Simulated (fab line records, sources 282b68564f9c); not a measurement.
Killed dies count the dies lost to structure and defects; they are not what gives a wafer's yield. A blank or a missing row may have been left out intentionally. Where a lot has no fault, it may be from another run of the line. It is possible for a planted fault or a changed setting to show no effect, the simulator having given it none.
Comparing a struck lot with a sound one	flow ritCmos	14 steps out of a route of 202
Sound: the wafers L537.1, L537.3, L537.4. Struck: wafers L548.3, L548.5, L548.6. The cause is named last.
Order at every step that has rows: each side's tool, ch and its chambers, its first start. Under that, the readings that differ: sound wafers	struck wafers	difference of the means	sigmas: that difference in standard deviations of wafers without a fault.
alike: readings with means less than 2 such deviations apart, plus words and numbers identical on both sides. not compared: withheld readings, readings lacking a value on some wafer, bounds such as >300 that could conceal the same value, and numbers that have no deviation in the record and whose values overlap.
The two part at a step that has a row with sigmas, a row that says differs or no value, or rows on one side only. When numbers do not overlap yet have no deviation, they are printed without sigmas and do not part them. A reading that every wafer of one side lacks parts them only if that side has two wafers or more.

RIT_SILICIDE_RS_MEAS_02: measurement is done with a four-point probe.
  sound: filmMetro-01 at day 3 08:30; struck: filmMetro-02 at day 5 18:40
  alike: SILICIDE_TI_RS
RIT_SILICIDE_THK_MEAS_03: measures by xrf.
  sound: filmMetro-01 at day 3 08:37; struck: filmMetro-02 at day 5 18:46
  alike: SILICIDE_TI_THK
RIT_SILICIDE_RTA_04: time 10 s, ramp up 5 s, ramp down 5 s.
  sound on rtpAnneal-02 ch 0, day 3 08:41; struck on rtpAnneal-01 ch 0, day 5 18:50
  alike: annealTempCMax, wafer_temp_C_max
then, 1 step without rows for these wafers: RIT_SILICIDE_WET_ETCH_05 (etches Ti in SPM, time 120 s).
RIT_SILICIDE_RTA_06: time 10 s, ramp up 5 s, ramp down 10 s.
  sound on rtpAnneal-01 ch 0, day 3 08:47; struck on rtpAnneal-02 ch 0, day 5 18:56
  alike: annealTempCMax, wafer_temp_C_max
RIT_CONTACT_CVD_00: deposits SiO2 from TEOS, target thk 400 nm, time 61 s.
  sound on pecvd-04 ch 0,2, day 3 08:51; struck on pecvd-02 ch 0,1, day 5 18:59
  alike: heaterPowerW
RIT_CONTACT_THK_MEAS_01:
  sound: filmMetro-01 at day 3 08:55; struck: filmMetro-01 at day 5 19:04
  alike: CONTACT_TEOS_THK
then, 5 steps without rows for these wafers: RIT_CONTACT_HMDS_02 (prime time 60 s); RIT_CONTACT_COAT_03 (resist thk 1000 nm); RIT_CONTACT_SOFTBAKE_04 (time 60 s); RIT_CONTACT_EXPOSE_05 (exposes mask M11, target cd 1000 nm); RIT_CONTACT_PEB_06.
RIT_CONTACT_DEVELOP_07: develop time 120 s.
  struck on lithoTrack-01, day 5 20:00; sound on lithoTrack-01 ch 0, day 3 09:00
  no value came back on the struck wafers for chillPlateTempC (C), developTimeS (s); on the sound wafers chillPlateTempC (C) reads 22.95 22.95 22.88
RIT_CONTACT_CD_MEAS_08: the cd target is 1000 nm.
  sound: cdSem-01 at day 3 10:14; struck: cdSem-01 at day 5 20:14
reading	sound	struck	difference	sigmas
cdNm (nm)	1001.1 1001.8 1001.8	- - -	no value on the struck wafers	

WHERE THEY PART
First at RIT_CONTACT_DEVELOP_07; last, within this record, at RIT_CONTACT_CD_MEAS_08.

WHY: what the simulator had put in
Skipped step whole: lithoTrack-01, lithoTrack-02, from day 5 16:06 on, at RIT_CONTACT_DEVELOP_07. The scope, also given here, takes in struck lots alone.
